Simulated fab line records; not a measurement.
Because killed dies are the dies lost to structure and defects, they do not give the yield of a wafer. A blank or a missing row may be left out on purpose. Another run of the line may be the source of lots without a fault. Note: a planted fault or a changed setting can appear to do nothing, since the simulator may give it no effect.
2 desks, one fault    flow rit cmos    each desk has only its own numbers; what lay behind them comes last

TOOL OWNER'S DESK, rie metal-03
The tool's own readings at RIT_M1_METAL_ETCH_12 (etches Al in Cl2/BCl3, stops on SiO2, time 165 s, target depth 600 nm): means of the sampled wafers that have a number, for each lot that ran on this tool. A lot is out of limits, marked OUT, if its mean lies more than 4 standard deviations from the usual mean; the brackets give that distance.
Columns: A = drypump motor current A at RIT_M1_METAL_ETCH_12, usual 5.8 A; B = mfc cl2 sccm at RIT_M1_METAL_ETCH_12, usual 60.01 sccm; C = oes product au at RIT_M1_METAL_ETCH_12, usual 0.771 a.u.; D = throttle valve pct at RIT_M1_METAL_ETCH_12, usual 8.20 %
lot   first seen here  A    B      C      D
L413  day 3 10:41      5.2  59.84  0.763  8.19
L416  day 4 02:53      5.4  59.99  0.761  8.24
L419  day 4 20:11      5.5  60.11  0.779  8.28
L422  day 5 10:40      5.5  59.90  0.774  8.28
L425  day 6 13:28      5.2  60.25  0.806  8.19
L428  day 7 01:59      5.3  59.89  0.790  8.23
L433  day 7 22:04      5.6  60.04  0.790  8.32
Result from this desk: across the 7 lots, nothing is out of limits.

THE METROLOGY DESK
Means of the sampled wafers that have a number, per lot and without regard to the tool the lot ran on: this is what the gauges read. A lot is out of limits, marked OUT, if its mean lies more than 4 standard deviations from the usual mean; the brackets give that distance.
Columns: A = PLDD_OVL at RIT_PLDD_OVL_MEAS_06, usual -0.7 nm
lot   first seen here  A
L412  day 2 19:37      -2.1
L413  day 2 22:59      -1.2
L414  day 3 06:12      -1.6
L416  day 3 15:15      -2.4
L419  day 4 08:35      -2.0
L421  day 4 17:59      2.4
L422  day 4 22:50      -1.7
L425  day 6 01:01      -1.9
L427  day 6 06:49      0.1
L428  day 6 14:12      -3.2
L431  day 7 02:25      0.3
L432  day 7 04:33      1.2
L433  day 7 10:21      -1.0
L434  day 7 13:25      -0.5
Result from this desk: across the 14 lots, nothing is out of limits.

BROUGHT TOGETHER
The desk of the tool owner found nothing out of limits.
Nothing out of limits was seen by the metrology desk.

WHAT HAD BEEN PUT IN BY THE SIMULATOR
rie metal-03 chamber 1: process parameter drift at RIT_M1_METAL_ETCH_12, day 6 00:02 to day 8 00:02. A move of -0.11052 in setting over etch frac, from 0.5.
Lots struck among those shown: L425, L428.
